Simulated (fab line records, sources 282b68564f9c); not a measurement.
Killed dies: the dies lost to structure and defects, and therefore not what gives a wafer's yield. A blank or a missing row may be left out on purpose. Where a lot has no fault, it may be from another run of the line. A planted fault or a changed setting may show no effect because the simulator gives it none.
Struck lot and sound lot, side by side || flow ritCmos || 15 out of 202 route steps
Sound: the wafers L162.3, L162.5, L162.6. Wafers struck: L173.2, L173.4, L173.5. Last of all comes the cause.
Each step with rows lists, per side, the tool, then ch with its chambers, then its first start. Under that, the readings that differ: sound wafers || struck wafers || difference of the means || sigmas: that difference in standard deviations of wafers without a fault.
alike: readings with means less than 2 such deviations apart, plus words and numbers identical on both sides. not compared: withheld readings, readings lacking a value on some wafer, bounds such as >300 that could conceal the same value, and numbers that have no deviation in the record and whose values overlap.
The two part at a step that has a row with sigmas, a row that says differs or no value, or rows on one side only. Numbers that have no deviation but don't overlap get no sigmas and don't part them. Lack of a reading on every wafer of one side parts them only where that side has two or more wafers.

first, 3 steps without rows for these wafers: RIT_SPACER_CLEAN_01 (cleans in dHF, time 30 s); RIT_SPACER_CLEAN_02 (cleans in SC2, time 600 s); RIT_SPACER_CVD_03 (deposits Si3N4 from SiH2Cl2/NH3, target thk 250 nm, time 3300 s).
RIT_SPACER_THK_MEAS_04:
  sound: filmMetro-02 at day 3 13:50; struck: filmMetro-01 at day 5 14:02
  alike: SPACER_NITRIDE_THK
RIT_SPACER_ETCHBACK_05: etches Si3N4 in SF6/CHF3, stops on SiO2, target depth 250 nm, time 240 s.
  sound on rieDiel-02 ch 2,3, day 3 13:52; struck on rieDiel-02 ch 1,2,3, day 5 14:05
  alike: drypumpMotorCurrentA, oesProductAu, throttleValvePct
  not compared: rfHoursCounterH
then, 6 steps without rows for these wafers: RIT_NSD_HMDS_00 (prime time 60 s); RIT_NSD_COAT_01 (resist thk 1000 nm); RIT_NSD_SOFTBAKE_02 (time 60 s); RIT_NSD_EXPOSE_03 (exposes mask M9, target cd 40700 nm); RIT_NSD_PEB_04; RIT_NSD_DEVELOP_05 (develop time 50 s).
RIT_NSD_OVL_MEAS_06:
  sound: overlay-02 at day 3 15:01; struck: overlay-01 at day 5 15:05
{"reading": "NSD_OVL (nm)", "sound": "1.2 1.1 2.9", "struck": "-3.0 -0.9 -2.1", "difference": -3.7, "sigmas": -2}
RIT_NSD_HARDBAKE_07: time 60 s.
  sound on lithoTrack-01 ch 0, day 3 15:05; struck on lithoTrack-03 ch 0, day 5 15:15
{"reading": "heaterPowerTotalW (W)", "sound": "62.46 62.56 62.56", "struck": "61.56 61.61 61.63", "difference": -0.93, "sigmas": -19}
{"reading": "plateTempC (C)", "sound": "140.22 139.78 140.07", "struck": "138.43 138.30 138.21", "difference": -1.71, "sigmas": -13}
following that, these wafers have no rows for 1 step: RIT_NSD_IMPLANT_08.
RIT_M1_PROBE_99:
  sound: prober-01 at day 4 00:57; struck: prober-01 at day 6 01:22
  alike: killedAtContacts, killedAtFrontEnd, killedDies, killedOpen, killedShort

WHERE THEY PART
Earliest at RIT_NSD_OVL_MEAS_06; latest, in this record, at RIT_NSD_HARDBAKE_07. Later steps at which nothing parts them and some readings are alike: RIT_M1_PROBE_99.

WHY: whatever the simulator had introduced
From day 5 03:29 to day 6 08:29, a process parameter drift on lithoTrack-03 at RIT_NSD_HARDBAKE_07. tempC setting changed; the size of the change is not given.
